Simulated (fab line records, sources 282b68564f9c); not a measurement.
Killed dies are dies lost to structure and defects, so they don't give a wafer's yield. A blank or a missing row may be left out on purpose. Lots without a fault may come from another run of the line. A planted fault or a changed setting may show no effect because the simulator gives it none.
A struck lot beside a sound one | flow rit_cmos | 17 steps out of a route of 202
Sound: wafers L886.2, L886.3, L886.6. Struck: wafers L889.1, L889.3, L889.4. The cause comes at the end.
At each step with rows: each side's tool, then ch and its chambers, then its first start. Under that, the readings that differ: sound wafers | struck wafers | difference of the means | sigmas: that difference in standard deviations of wafers without a fault.
alike: readings whose means differ by less than 2 such deviations, and words and numbers that are the same on both sides. not compared: withheld readings, readings that some wafer has no value for, bounds like >300 that may hide the same value, and numbers for which the record gives no deviation and whose values overlap.
The two part at a step that has a row with sigmas, a row that says differs or no value, or rows on one side only. Numbers that don't overlap but have no deviation are shown without sigmas and don't part them. A reading that every wafer of one side lacks parts them only if that side has two wafers or more.

first, 4 steps without rows for these wafers: RIT_NSD_SOFTBAKE_02 (time 60 s); RIT_NSD_EXPOSE_03 (exposes mask M9, target cd 40700 nm); RIT_NSD_PEB_04; RIT_NSD_DEVELOP_05 (develop time 50 s).
RIT_NSD_OVL_MEAS_06:
  sound on overlay-01, day 4 11:17; struck on overlay-01, day 4 20:44
  alike: NSD_OVL
then, 2 steps without rows for these wafers: RIT_NSD_HARDBAKE_07 (time 60 s); RIT_NSD_IMPLANT_08.
RIT_NSD_STRIP_09: strips in O2, time 180 s.
  sound on plasma_asher-02 ch 0,1, day 4 11:37; struck on plasma_asher-01 ch 0,1, day 4 21:04
  alike: drypump_motor_current_A
  not compared: rf_hours_counter_h
RIT_NSD_TW_MEAS_10:
  sound on film_metro-01, day 4 11:47; struck on film_metro-01, day 4 21:14
  alike: NSD_TW
then, 3 steps without rows for these wafers: RIT_PSD_HMDS_00 (prime time 60 s); RIT_PSD_COAT_01 (resist thk 1000 nm); RIT_PSD_SOFTBAKE_02 (time 60 s).
RIT_PSD_EXPOSE_03: exposes mask M10, target cd 40900 nm.
  sound on iline_stepper-01 ch 0, day 4 12:28; struck on iline_stepper-02 ch 0, day 4 21:45
  reading                     | sound                   | struck         | difference | sigmas
  model.PSD.overlay_x_nm (nm) | 0.08107 0.08107 0.08107 | 8714 8714 8714 | +8714      |
  alike: mask
then, 2 steps without rows for these wafers: RIT_PSD_PEB_04; RIT_PSD_DEVELOP_05 (develop time 50 s).
RIT_PSD_OVL_MEAS_06:
  sound on overlay-01, day 4 12:50; struck on overlay-01, day 4 22:21
  reading      | sound          | struck | difference                    | sigmas
  PSD_OVL (nm) | -1.3 -1.2 -0.6 | - - -  | no value on the struck wafers |
  not compared: hold
RIT_M1_PROBE_99:
  the record has rows for the sound wafers here (prober-02, day 4 21:20) and none for the struck ones

WHERE THEY PART
First at RIT_PSD_OVL_MEAS_06; last, within this record, at RIT_M1_PROBE_99.

WHY: what the simulator had put in
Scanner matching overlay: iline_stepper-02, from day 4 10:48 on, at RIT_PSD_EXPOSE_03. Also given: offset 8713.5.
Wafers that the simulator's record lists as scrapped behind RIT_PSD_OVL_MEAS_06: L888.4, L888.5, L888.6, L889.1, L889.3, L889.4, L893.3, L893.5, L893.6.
